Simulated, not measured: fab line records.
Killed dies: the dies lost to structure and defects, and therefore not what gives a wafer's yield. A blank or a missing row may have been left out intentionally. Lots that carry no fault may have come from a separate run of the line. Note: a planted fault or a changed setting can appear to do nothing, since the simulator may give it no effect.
2 desks, one fault | flow berkeley_cmos170 | numbers are kept per desk, each desk with only its own; the story behind them comes last

## FOR THE TOOL OWNER'S DESK: implanter-03
The tool's own readings at UCB170_PLDD_IMPLANT_08, given as means over the sampled wafers that have a number, one for each lot that went through this tool. If a lot's mean is further than 4 standard deviations from the usual mean, the lot is out of limits and carries the mark OUT (the distance appears in the brackets).
Columns: A = tilt_deg at UCB170_PLDD_IMPLANT_08, usual 7.000 degrees
lot  | first seen here | A
L378 | day 9 01:51     | 6.998
L380 | day 9 16:08     | 7.008
This desk found nothing out of limits on any of the 2 lots.

## METROLOGY DESK
Means of the sampled wafers that have a number, per lot and without regard to the tool the lot ran on: this is what the gauges read. If a lot's mean is further than 4 standard deviations from the usual mean, the lot is out of limits and carries the mark OUT (the distance appears in the brackets). 7 of its 10 readings are shown, namely those furthest out on some lot.
Columns: A = cd_nm at UCB170_PLDD_CD_MEAS_06, usual 1199.9 nm; B = PLDD_OVL at UCB170_PLDD_OVL_MEAS_07, usual 0 nm; C = PLDD_TW at UCB170_PLDD_TW_MEAS_11, usual 1011; D = cd_nm at UCB170_NLDD_CD_MEAS_06, usual 1199.9 nm; E = NLDD_OVL at UCB170_NLDD_OVL_MEAS_07, usual -1 nm; F = NLDD_TW at UCB170_NLDD_TW_MEAS_11, usual 2216; G = PSD_OVL at UCB170_PSD_OVL_MEAS_07, usual 1 nm
lot  | first seen here | A      | B  | C    | D      | E  | F    | G
L378 | day 9 00:13     | 1200.8 | 5  | 1005 | 1200.6 | 1  | 2191 | 1
L380 | day 9 11:20     | 1198.1 | 0  | 1007 | 1200.4 | -8 | 2211 | -7
L386 | day 10 09:07    | 1199.7 | -3 | 1019 | 1200.1 | 4  | 2205 | 4
L385 | day 10 09:22    | 1199.8 | -9 | 1004 | 1201.4 | -1 | 2238 | -2
L387 | day 11 07:25    | 1199.1 | -0 | 997  | 1201.2 | -0 | 2199 | 3
L390 | day 11 15:26    | 1198.5 | 2  | 1005 | 1198.4 | -3 | 2238 | -2
This desk found nothing out of limits on any of the 6 lots.

## TAKEN TOGETHER
The tool owner's desk saw nothing out of limits.
Nothing out of limits was seen by the metrology desk.

## WHAT HAD BEEN PUT IN BY THE SIMULATOR
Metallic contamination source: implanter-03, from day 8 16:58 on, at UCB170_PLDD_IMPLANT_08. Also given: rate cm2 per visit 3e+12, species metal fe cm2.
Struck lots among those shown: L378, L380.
